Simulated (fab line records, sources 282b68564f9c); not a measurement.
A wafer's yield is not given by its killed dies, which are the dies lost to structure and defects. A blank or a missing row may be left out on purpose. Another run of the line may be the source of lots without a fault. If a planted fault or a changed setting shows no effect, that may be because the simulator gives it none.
Matching of chambers    flow ritCmos    4 sister chambers for RIT_SPACER_ETCHBACK_05 on rieDiel-03
The step etches Si3N4 in SF6/CHF3, stops on SiO2, target depth 250 nm, time 240 s. 18 wafers are shown with their chamber, then 9 later ones without.

## WAFERS WITH THEIR CHAMBER
wafer   chamber  drypumpMotorCurrentA (A)  throttleValvePct (%)  oesProductAu (a.u.)
L376.1  3        4.8                       10.32                 0.854
L376.3  2        5.8                       10.43                 0.859
L376.5  3        4.8                       10.32                 0.863
L377.1  2        5.8                       10.40                 0.865
L377.2  0        5.6                       10.46                 0.860
L377.3  1        6.2                       10.21                 0.838
L378.1  2        5.8                       10.46                 0.866
L378.3  0        5.6                       10.46                 0.859
L378.6  1        6.2                       10.21                 0.849
L380.2  3        4.8                       10.32                 0.860
L380.4  2        5.8                       10.41                 0.865
L380.5  2        5.8                       10.43                 0.875
L381.3  0        5.6                       10.44                 0.854
L381.4  1        6.2                       10.21                 0.836
L381.6  3        4.8                       10.32                 0.855
L386.2  1        6.1                       10.21                 0.840
L386.4  0        5.6                       10.45                 0.850
L386.6  3        4.8                       10.32                 0.851

SIGNATURES (means of the wafers above)
reading               chamber 0  chamber 1  chamber 2  chamber 3  scatter within a chamber
drypumpMotorCurrentA  5.600      6.175      5.800      4.800      0.0231
throttleValvePct      10.4525    10.2100    10.4260    10.3200    0.0131
oesProductAu          0.85575    0.84075    0.86600    0.85660    0.00527
Rule: distance of a wafer from a chamber = root of the sum over the readings of ((wafer's reading minus chamber's mean) / reading's scatter) squared. If the next closest chamber is less than 2 further off than the closest, the wafer can't be placed; otherwise it belongs to the closest. The scatter: take each reading less its chamber's mean, square it, sum over the shown wafers, divide by the number of wafers less the number of chambers, and take the root.

## WAFERS WITH NO CHAMBER GIVEN
wafer   drypumpMotorCurrentA (A)  throttleValvePct (%)  oesProductAu (a.u.)
L389.2  5.8                       10.41                 0.859
L389.3  4.8                       10.32                 0.856
L389.6  5.8                       10.42                 0.863
L395.4  5.7                       10.45                 0.860
L395.5  5.8                       10.41                 0.857
L395.6  4.8                       10.30                 0.851
L397.1  5.8                       10.42                 0.851
L397.5  5.7                       10.45                 0.855
L397.6  4.8                       10.30                 0.851

## CHAMBER TAKEN BY EACH
wafer   from the rows above      in truth
L389.2  2                        2
L389.3  3                        3
L389.6  2                        2
L395.4  can't be placed: 0 or 2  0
L395.5  2                        2
L395.6  3                        3
L397.1  2                        2
L397.5  can't be placed: 0 or 2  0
L397.6  3                        3
7 of 9 placed correctly. Cannot be placed on the basis of these rows: 2; the candidates contain the true chamber in 2. Placed wrongly: 0.
